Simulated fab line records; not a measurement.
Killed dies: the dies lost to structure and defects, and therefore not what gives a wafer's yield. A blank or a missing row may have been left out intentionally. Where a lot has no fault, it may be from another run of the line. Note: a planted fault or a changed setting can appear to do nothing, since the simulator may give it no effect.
Which tool did it? -- flow berkeleyCmos170 -- 39 wafers from 13 lots sampled at 6 of the route's 331 steps

WHAT THE GAUGES READ, wafer by wafer
UCB170_NWELL_THK_MEAS_02. Usual: NWELL_OXIDE_THK 26.5 nm, standard deviation 0.44.
lot,measured,on,NWELL_OXIDE_THK (nm),flag
L754,day 2 04:07,filmMetro-04,27.2 27.5 27.5,
L753,day 2 04:08,filmMetro-03,27.0 27.1 27.3,
L756,day 2 15:28,filmMetro-04,26.4 26.4 26.1,
L757,day 2 19:31,filmMetro-02,26.2 26.6 26.4,
L758,day 3 06:06,filmMetro-02,26.1 26.2 26.6,
L759,day 3 12:38,filmMetro-02,26.1 26.4 26.2,
L760,day 3 16:49,filmMetro-04,26.5 26.4 26.3,
L762,day 3 21:05,filmMetro-04,26.4 27.2 26.6,
L764,day 4 11:38,filmMetro-02,25.9 26.6 26.6,
L770,day 5 13:29,filmMetro-03,26.1 25.9 26.5,
L772,day 5 23:13,filmMetro-03,26.5 26.4 26.1,
L774,day 6 09:59,filmMetro-02,25.9 25.5 25.9,
L776,day 6 16:41,filmMetro-02,27.1 26.7 27.0,

UCB170_NVT_OVL_MEAS_06. Usual: NVT_OVL -1 nm, standard deviation 5.9.
lot,measured,on,NVT_OVL (nm),flag
L754,day 5 21:00,overlay-02,10 6 4,
L753,day 5 07:25,overlay-01,-3 -9 -4,
L756,day 6 03:03,overlay-01,4 8 3,
L757,day 6 07:13,overlay-01,-4 1 2,
L758,day 6 16:14,overlay-02,-6 -12 -12,
L759,day 6 16:02,overlay-02,-10 -5 0,
L760,day 6 16:20,overlay-02,-8 -3 -9,
L762,day 7 07:50,overlay-02,-4 7 -7,
L764,day 7 12:50,overlay-02,9 3 10,
L770,day 9 07:40,overlay-02,-1 -1 -10,
L772,day 9 07:10,overlay-01,5 8 4,
L774,day 9 15:14,overlay-02,-2 4 4,
L776,day 9 21:11,overlay-01,0 4 1,

UCB170_PSD_OVL_MEAS_07. Usual: PSD_OVL 0 nm, standard deviation 4.8.
lot,measured,on,PSD_OVL (nm),flag
L754,day 6 20:43,overlay-02,2 1 -2,
L753,day 6 09:16,overlay-02,0 2 1,
L756,day 7 02:35,overlay-02,-5 -4 -3,
L757,day 7 07:22,overlay-02,-2 0 -2,
L758,day 7 14:32,overlay-01,1 4 1,
L759,day 7 14:13,overlay-02,-2 1 2,
L760,day 7 14:56,overlay-01,2 -2 1,
L762,day 8 06:31,overlay-02,-9 0 -2,
L764,day 8 15:58,overlay-01,3 3 -3,
L770,day 10 08:47,overlay-01,-5 3 4,
L772,day 10 08:31,overlay-01,6 -3 6,
L774,day 10 15:50,overlay-02,4 0 -7,
L776,day 10 23:17,overlay-02,6 8 5,

UCB170_M1_RS_MEAS_01: measurement is done with a four-point probe. Usual: M1_AL_RS 0.0488 ohm/sq, standard deviation 0.00059.
lot,measured,on,M1_AL_RS (ohm/sq),flag
L754,day 8 07:37,filmMetro-02,0.0503 0.0497 0.0499,
L753,day 6 23:52,filmMetro-01,0.0494 0.0491 0.0492,
L756,day 7 13:44,filmMetro-03,0.0489 0.0484 0.0485,
L757,day 7 18:11,filmMetro-02,0.0492 0.0488 0.0494,
L758,day 7 23:30,filmMetro-03,0.0490 0.0484 0.0484,
L759,day 7 23:04,filmMetro-02,0.0489 0.0490 0.0488,
L760,day 8 00:53,filmMetro-01,0.0492 0.0488 0.0483,
L762,day 8 15:55,filmMetro-01,0.0492 0.0491 0.0674,OFF
L764,day 9 03:10,filmMetro-01,0.0480 0.0477 0.0482,
L770,day 10 19:37,filmMetro-02,0.0486 0.0490 0.0490,
L772,day 10 18:53,filmMetro-02,0.0485 0.0485 0.0488,
L774,day 11 02:05,filmMetro-01,0.0484 0.0478 0.0474,
L776,day 11 07:49,filmMetro-02,0.0495 0.0491 0.0486,

UCB170_M1_THK_MEAS_02: measures by xrf. Usual: M1_AL_THK 605 nm, standard deviation 7.5.
lot,measured,on,M1_AL_THK (nm),flag
L754,day 8 07:43,filmMetro-02,590 592 592,
L753,day 6 23:58,filmMetro-01,598 599 600,
L756,day 7 13:52,filmMetro-03,600 606 607,
L757,day 7 18:17,filmMetro-02,600 605 599,
L758,day 7 23:37,filmMetro-03,601 609 610,
L759,day 7 23:10,filmMetro-02,602 602 606,
L760,day 8 01:00,filmMetro-01,603 603 611,
L762,day 8 16:01,filmMetro-01,601 601 441,OFF
L764,day 9 03:17,filmMetro-01,614 615 612,
L770,day 10 19:44,filmMetro-02,605 603 602,
L772,day 10 19:01,filmMetro-02,609 607 604,
L774,day 11 02:11,filmMetro-01,608 617 624,
L776,day 11 07:56,filmMetro-02,596 601 610,

TOOL THAT RAN EACH LOT (tool first, then ch and the chambers of the sampled wafers, then the start)
lot,UCB170_M1_SPUTTER_00
L754,"pvdSputter-02, day 8 07:32"
L753,"pvdSputter-01, day 6 23:46"
L756,"pvdSputter-02, day 7 13:40"
L757,"pvdSputter-02, day 7 18:04"
L758,"pvdSputter-02, day 7 23:26"
L759,"pvdSputter-02, day 7 22:58"
L760,"pvdSputter-02, day 8 00:49"
L762,"pvdSputter-02, day 8 15:50"
L764,"pvdSputter-03, day 9 03:03"
L770,"pvdSputter-03, day 10 19:32"
L772,"pvdSputter-01, day 10 18:49"
L774,"pvdSputter-03, day 11 01:59"
L776,"pvdSputter-01, day 11 07:44"
- UCB170_M1_SPUTTER_00: material Al, target thk 600 nm, time 80 s.

WHAT THE TOOLS THEMSELVES READ (means of the sampled wafers that have a number; where no wafer has one, the mark that the record gives instead)
UCB170_M1_SPUTTER_00. Usual: 30.2 % for throttleValvePct, sd 0.85.
lot,tool,throttleValvePct (%),flag
L754,pvdSputter-02,30.3,
L753,pvdSputter-01,30.5,
L756,pvdSputter-02,30.9,
L757,pvdSputter-02,30.1,
L758,pvdSputter-02,30.6,
L759,pvdSputter-02,30.5,
L760,pvdSputter-02,30.5,
L762,pvdSputter-02,30.4,
L764,pvdSputter-03,29.3,
L770,pvdSputter-03,29.4,
L772,pvdSputter-01,30.2,
L774,pvdSputter-03,30.3,
L776,pvdSputter-01,30.4,

THE ANSWER, worked out from the rows above alone
Rule: lot off if the mean of its wafers having a number is beyond 3 standard deviations from the usual mean. A lot without any number at a reading at which 4 lots or more have one is off too. The other lots that the step has rows for count as sound. First the gauges in route order, then the tools' own readings, where a lot's mean is used as printed above. The first step at which some lot is off is used, and at that step the reading that is off furthest; a lot without a number counts as furthest.
Off: at UCB170_M1_RS_MEAS_01 (M1_AL_RS), L762.
If a tool, at a process step before that reading, ran all the lots that are off and no sound lot after the first of them, it fits. Those tools and the gauges at UCB170_M1_RS_MEAS_01 are tried in the same way. One candidate fits, namely pvdSputter-02 at UCB170_M1_SPUTTER_00. Its last sound lot is L754 (day 8 07:32), its first lot that is off L762 (day 8 15:50): a fault that began between those two fits.

WHAT THE SIMULATOR HAD INSERTED
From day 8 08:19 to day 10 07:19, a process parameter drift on pvdSputter-02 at UCB170_M1_SPUTTER_00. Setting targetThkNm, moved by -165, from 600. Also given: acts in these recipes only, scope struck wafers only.
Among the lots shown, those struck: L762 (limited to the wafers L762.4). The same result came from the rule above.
